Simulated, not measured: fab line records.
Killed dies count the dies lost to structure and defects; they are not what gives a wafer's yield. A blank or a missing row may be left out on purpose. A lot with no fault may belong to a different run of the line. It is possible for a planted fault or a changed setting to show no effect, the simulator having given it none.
2 desks looking at one fault ; flow rit-cmos ; what lay behind the numbers comes last; until then each desk has only its own

AT THE METROLOGY DESK
Means of the sampled wafers that have a number, per lot and without regard to the tool the lot ran on: this is what the gauges read. Any lot whose mean is over 4 standard deviations away from the usual mean is out of limits and marked OUT; that distance is given in the brackets.
Columns: A = NLDD_TW at RIT_NLDD_TW_MEAS_10, usual 2488; B = PLDD_OVL at RIT_PLDD_OVL_MEAS_06, usual 0.2 nm; C = cd-nm at RIT_CONTACT_CD_MEAS_08, usual 1000.0 nm
lot;first seen here;A;B;C
L382;day 3 12:10;2516;0.7;994.8
L384;day 4 03:32;2453;-0.9;1001.5
L386;day 4 18:31;2459;0.0;1003.5
L387;day 5 03:46;2478;1.6;999.3
L388;day 5 07:33;2536;1.1;1002.8
L389;day 5 15:41;2462;1.4;1000.0
L390;day 6 01:56;2464;0.8;1000.3
L391;day 6 02:23;2477;0.1;1000.4
L394;day 6 10:28;2470;-0.2;994.8
L395;day 6 19:12;2517;1.5;983.8 (-6.0) OUT
L397;day 6 19:21;2491;0.7;986.2 (-5.1) OUT
L396;day 6 19:50;2491;-1.2;999.6
L398;day 7 08:31;2514;-1.3;991.0
L400;day 7 09:43;2488;-0.2;1000.1
L402;day 7 23:10;2523;-0.9;1001.7
This desk finds L395, L397 out of limits, L395 being first, at day 7 05:21 (cd-nm at RIT_CONTACT_CD_MEAS_08). In limits: L382, L384, L386, L387, L388, L389, L390, L391, L394, L396, L398, L400, L402.

DESK OF THE TOOL OWNER: litho-track-03
The tool's own readings at RIT_CONTACT_DEVELOP_07 (develop time 120 s): means of the sampled wafers that have a number, for each lot that ran on this tool. Any lot whose mean is over 4 standard deviations away from the usual mean is out of limits and marked OUT; that distance is given in the brackets.
Columns: A = developer-temp-C at RIT_CONTACT_DEVELOP_07, usual 23.01 C
lot;first seen here;A
L384;day 4 12:00;23.02
L389;day 6 01:00;23.05
L391;day 6 16:00;22.99
L394;day 6 22:00;23.10
L395;day 7 05:00;25.40 (+22) OUT
L397;day 7 06:00;25.46 (+22) OUT
L398;day 7 18:00;25.31 (+21) OUT
This desk finds L395, L397, L398 out of limits, L395 being first, at day 7 05:00 (developer-temp-C at RIT_CONTACT_DEVELOP_07). In limits: L384, L389, L391, L394.

ALL TOGETHER
On L395, L397, L398, at day 7 05:00, an alarm was possible from the tool owner's desk.
Metrology desk: alarm possible at day 7 05:21 on L395, L397.
The metrology desk holds a record of L398, inside its limits.
On litho-track-03, each named lot ran RIT_CONTACT_DEVELOP_07.

WHAT WAS PUT IN BY THE SIMULATOR
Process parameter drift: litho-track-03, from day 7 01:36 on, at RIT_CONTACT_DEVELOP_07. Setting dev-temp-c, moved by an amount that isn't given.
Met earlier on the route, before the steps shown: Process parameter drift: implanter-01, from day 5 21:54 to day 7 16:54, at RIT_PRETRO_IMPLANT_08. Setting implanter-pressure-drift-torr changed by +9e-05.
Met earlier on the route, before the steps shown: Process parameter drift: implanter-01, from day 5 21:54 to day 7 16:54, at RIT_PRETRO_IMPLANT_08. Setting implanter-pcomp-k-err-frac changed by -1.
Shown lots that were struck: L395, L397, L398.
Fault start to first reading out of limits, in hours, per desk: tool owner, 3; metrology, 4.
